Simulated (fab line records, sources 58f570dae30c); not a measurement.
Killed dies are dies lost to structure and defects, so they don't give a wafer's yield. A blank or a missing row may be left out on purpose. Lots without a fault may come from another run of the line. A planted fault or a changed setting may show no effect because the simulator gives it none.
One fault seen from 2 desks | flow berkeley_cmos170 | each desk has only its own numbers; what lay behind them comes last

THE METROLOGY DESK
What the gauges read, lot by lot, whatever tool the lot ran on: means of the sampled wafers that have a number. A lot is out of limits, marked OUT, if its mean lies more than 4 standard deviations from the usual mean; the brackets give that distance.
Columns: A = cd_nm at UCB170_ACTIVE_CD_MEAS_90, usual 1200.4 nm; B = cd_nm at UCB170_NSD_CD_MEAS_06, usual 1199.8 nm; C = M3_AL_THK at UCB170_M3_THK_MEAS_03, usual 900 nm
lot  | first seen here | A      | B      | C
L139 | day 5 15:30     | 1201.4 | 1198.7 | 893
L141 | day 6 02:41     | 1200.9 | 1198.7 | 893
L142 | day 6 17:29     | 1199.3 | 1199.7 | 906
L144 | day 6 17:44     | 1203.1 | 1199.1 | 907
L148 | day 7 07:10     | 1201.5 | 1198.5 | 905
L147 | day 7 07:40     | 1200.1 | 1201.5 | 909
L146 | day 7 07:55     | 1200.5 | 1199.3 | 904
L150 | day 7 18:20     | 1201.0 | 1199.4 | 904
L156 | day 8 05:14     | 1199.1 | 1199.5 | 904
L154 | day 8 05:34     | 1200.6 | 1201.4 | 901
L157 | day 8 20:37     | 1200.8 | 1200.6 | 916
L159 | day 9 08:31     | 1199.7 | 1201.4 | 886
L161 | day 9 19:10     | 1201.2 | 1200.0 | 903
This desk's finding: nothing out of limits on any of the 13 lots.

THE TOOL OWNER'S DESK: rie_diel-01
The tool's own readings at UCB170_V2_ETCH_14 (etches SiO2 in CHF3/CF4/Ar, stops on Al, target depth 1250 nm, time 291 s): means of the sampled wafers that have a number, for each lot that ran on this tool. A lot is out of limits, marked OUT, if its mean lies more than 4 standard deviations from the usual mean; the brackets give that distance.
Columns: A = cf4_flow_sccm at UCB170_V2_ETCH_14, usual 15.00 sccm; B = drypump_motor_current_A at UCB170_V2_ETCH_14, usual 5.8 A; C = oes_product_au at UCB170_V2_ETCH_14, usual 0.876 a.u.; D = rf_fwd_power_W at UCB170_V2_ETCH_14, usual 698.3 W; E = throttle_valve_pct at UCB170_V2_ETCH_14, usual 6.94 %
lot  | first seen here | A     | B   | C     | D               | E
L141 | day 10 03:41    | 15.03 | 5.9 | 0.859 | 699.8           | 6.85
L142 | day 10 15:38    | 14.95 | 5.8 | 0.864 | 698.3           | 6.92
L146 | day 11 07:41    | 15.04 | 6.2 | 0.872 | 698.2           | 6.93
L147 | day 11 09:43    | 14.99 | 5.9 | 0.875 | 698.9           | 6.95
L150 | day 11 22:55    | 14.98 | 6.3 | 0.873 | 755.6 (+25) OUT | 6.97
This desk's finding: out of limits on L150; first on L150, day 11 22:55 (rf_fwd_power_W at UCB170_V2_ETCH_14). In limits: L141, L142, L146, L147.

PUT TOGETHER
The tool owner's desk could have raised an alarm at day 11 22:55, on L150.
The metrology desk saw nothing out of limits.
The metrology desk has L150 on record, within its limits.
Of the lots named, all ran UCB170_V2_ETCH_14 on rie_diel-01.

WHAT THE SIMULATOR HAD PUT IN
Process parameter drift: rie_diel-01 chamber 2, from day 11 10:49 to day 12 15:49, at UCB170_V2_ETCH_14. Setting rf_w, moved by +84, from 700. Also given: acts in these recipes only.
Lots struck among those shown: L150.
Hours from the fault's start to each desk's first reading out of limits: the tool owner's desk, 12.
